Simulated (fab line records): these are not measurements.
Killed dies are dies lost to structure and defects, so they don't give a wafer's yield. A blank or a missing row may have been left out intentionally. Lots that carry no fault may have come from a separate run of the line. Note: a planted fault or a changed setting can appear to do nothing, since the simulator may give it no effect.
Shared-tool check	flow rit cmos	Sampled: 11 lots, 33 wafers

== REASON IT WAS OPENED ==
Of 11 lots, 2 have the reading GATE_OXIDE_THK flagged at RIT_GATE_THK_MEAS_07. Wafers without a fault read 3.01 nm, standard deviation 0.09.
Rule: a lot is flagged in two cases, either no wafer of it has a number, or all its wafers with numbers fall more than 4 standard deviations from that mean. As for the other lots, they are considered sound.

lot	measured	on	GATE_OXIDE_THK (nm), wafer by wafer	flag
L309	day 2 13:51	film metro-01	2.87 2.86 2.82	
L310	day 2 16:38	film metro-02	2.98 3.00 2.97	
L311	day 3 01:29	film metro-01	2.88 2.93 2.89	
L312	day 3 08:05	film metro-01	2.97 3.01 2.94	
L323	day 5 08:51	film metro-01	3.65 3.56 3.62	FLAGGED
L324	day 5 13:57	film metro-01	3.69 3.65 3.66	FLAGGED
L325	day 5 19:04	film metro-03	3.03 2.95 2.92	
L327	day 6 04:41	film metro-01	2.91 2.94 2.97	
L329	day 6 14:05	film metro-02	3.09 3.10 3.05	
L330	day 6 21:24	film metro-03	3.05 2.99 3.00	
L331	day 7 01:38	film metro-02	3.03 3.00 2.93	
The mean of the flagged lots' numbers is 3.64 nm, +0.63 nm from the usual (+7 standard deviations).

== WHICH TOOL RAN EACH LOT ==
Before the reading, the record contains 2 process steps out of a 202-step route. Every cell lists first the tool, next ch and the chambers used by the sampled wafers, and last the start.
lot	flag	RIT_PRETRO_STRIP_09	RIT_GATE_OXIDATION_05
L309		plasma asher-04 ch 0,1, day 2 07:37	furnace-03 ch 0, day 2 11:47
L310		plasma asher-04 ch 0,1, day 2 13:41	furnace-03 ch 0, day 2 14:47
L311		plasma asher-03 ch 0,1, day 2 22:53	furnace-03 ch 0, day 3 00:10
L312		plasma asher-04 ch 0,1, day 3 05:17	furnace-02 ch 0, day 3 06:37
L323	FLAGGED	plasma asher-03 ch 0,1, day 5 06:22	furnace-01 ch 0, day 5 07:31
L324	FLAGGED	plasma asher-01 ch 1, day 5 11:54	furnace-01 ch 0, day 5 12:37
L325		plasma asher-03 ch 0,1, day 5 16:44	furnace-02 ch 0, day 5 17:44
L327		plasma asher-04 ch 1, day 6 01:18	furnace-02 ch 0, day 6 02:03
L329		plasma asher-01 ch 0,1, day 6 11:01	furnace-03 ch 0, day 6 11:45
L330		plasma asher-01 ch 0,1, day 6 17:15	furnace-02 ch 0, day 6 18:33
L331		plasma asher-01 ch 0,1, day 6 21:01	furnace-03 ch 0, day 6 22:59
What the steps here do:
- RIT_PRETRO_STRIP_09: strips in O2, time 180 s.
- RIT_GATE_OXIDATION_05: target thk 3 nm, ox time 270 s.
- RIT_GATE_THK_MEAS_07

== FLAGGED AGAINST TOTAL, ONE TOOL AT A TIME (gauges that did the reading follow at the end) ==
step	tool	lots run	flagged	share of the flagged lots	sound lots run after its first flagged lot
RIT_PRETRO_STRIP_09	plasma asher-01	4	1	some	3 (L329,L330,L331)
RIT_PRETRO_STRIP_09	plasma asher-03	3	1	some	1 (L325)
RIT_PRETRO_STRIP_09	plasma asher-04	4	0	none	-
RIT_GATE_OXIDATION_05	furnace-01	2	2	all	0
RIT_GATE_OXIDATION_05	furnace-02	4	0	none	-
RIT_GATE_OXIDATION_05	furnace-03	5	0	none	-
RIT_GATE_THK_MEAS_07	film metro-01	6	2	all	1 (L327)
RIT_GATE_THK_MEAS_07	film metro-02	3	0	none	-
RIT_GATE_THK_MEAS_07	film metro-03	2	0	none	-

== THE TABLE: WHAT IT ALLOWS ==
Every flagged lot went through 2 rows of the table: furnace-01 at RIT_GATE_OXIDATION_05 and film metro-01 at RIT_GATE_THK_MEAS_07.
- furnace-01 at RIT_GATE_OXIDATION_05: 2 of its 2 lots flagged. No sound lot ran on it before its first flagged lot in this sample; the start therefore can't be narrowed down. Its own readings (spike tc centre C, spike tc source C, tube center temp C, tube_center_temp_C_max) fall more than 4 standard deviations out on all wafers of the flagged lots.
- film metro-01 at RIT_GATE_THK_MEAS_07: 2 of its 6 lots flagged. After the first flagged lot (L327), sound lots still ran on it; a lasting fault on the whole tool would not permit that.
What remains is a single tool, furnace-01 at RIT_GATE_OXIDATION_05.

== WHAT THE SIMULATOR PUT IN ==
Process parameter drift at RIT_GATE_OXIDATION_05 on furnace-01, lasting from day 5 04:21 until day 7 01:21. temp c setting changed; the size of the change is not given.
Shown lots that were struck: L323, L324. The rule above reached the same finding.
